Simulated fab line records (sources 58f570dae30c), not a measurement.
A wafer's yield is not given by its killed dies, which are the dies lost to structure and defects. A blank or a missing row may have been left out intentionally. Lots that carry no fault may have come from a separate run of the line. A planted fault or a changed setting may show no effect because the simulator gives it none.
The tool behind it: which one? | flow berkeley cmos170 | 7 lots, 21 wafers sampled, at 2 steps of a route of 331

== WHAT EACH GAUGE READ, for each wafer ==
UCB170_PLDD_OVL_MEAS_07.
lot  | measured     | on         | PLDD_OVL (nm)
L751 | day 7 09:58  | overlay-02 | 8 9 -1
L754 | day 7 18:29  | overlay-02 | 4 1 3
L756 | day 8 14:31  | overlay-01 | 4 3 6
L760 | day 9 08:59  | overlay-01 | -6 -5 1
L770 | day 11 18:00 | overlay-02 | -1 6 -5
L767 | day 11 18:31 | overlay-02 | 261 264 269
L771 | day 11 21:38 | overlay-02 | -3 0 -5

== WHAT TOOL EACH LOT RAN ON (gives the tool, then ch and the chambers of the sampled wafers, and finally the start) ==
lot  | UCB170_PLDD_EXPOSE_03
L751 | krf scanner-01 ch 0, day 7 08:58
L754 | krf scanner-02 ch 0, day 7 17:59
L756 | krf scanner-02 ch 0, day 8 14:00
L760 | krf scanner-01 ch 0, day 9 08:16
L770 | krf scanner-01 ch 0, day 11 16:26
L767 | krf scanner-02 ch 0, day 11 16:53
L771 | krf scanner-01 ch 0, day 11 20:05
- UCB170_PLDD_EXPOSE_03: exposes mask PSELECT, target cd 1200 nm.

== THE ANSWER, worked out from the rows above alone ==
Rule: what is usual is taken from the lots themselves. The widest of any qualifying gaps counts: lots, ordered by their means at a reading, are off when they make up no more than a third of the lots, leave a main group of 4 or more, and stand apart from it by 3 or more times the standard deviation of that group's means. A main group is skipped when, at the precision printed for the reading in the tables above, its means are all equal. Also off: a lot with no number at a reading for which 4 or more lots have one. Where the step has rows for the other lots, those lots are counted as sound.
Off: L767, at UCB170_PLDD_OVL_MEAS_07 (PLDD_OVL). Main group: mean 1 nm, sd 3.3.
A tool fits if, at a process step before that reading, it ran every lot that is off, and no sound lot after the first of them. Those tools and the gauges at UCB170_PLDD_OVL_MEAS_07 are tried in the same way. One fits: UCB170_PLDD_EXPOSE_03 on krf scanner-02. A fault onset in the window from L756 (day 8 14:00, its last sound lot) to L767 (day 11 16:53, its first lot off) fits.

== WHAT THE SIMULATOR HAD PUT IN ==
Scanner matching overlay: krf scanner-02, from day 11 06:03 on, at UCB170_PLDD_EXPOSE_03. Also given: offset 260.
Lots struck among those shown: L767. The same result came from the rule above.
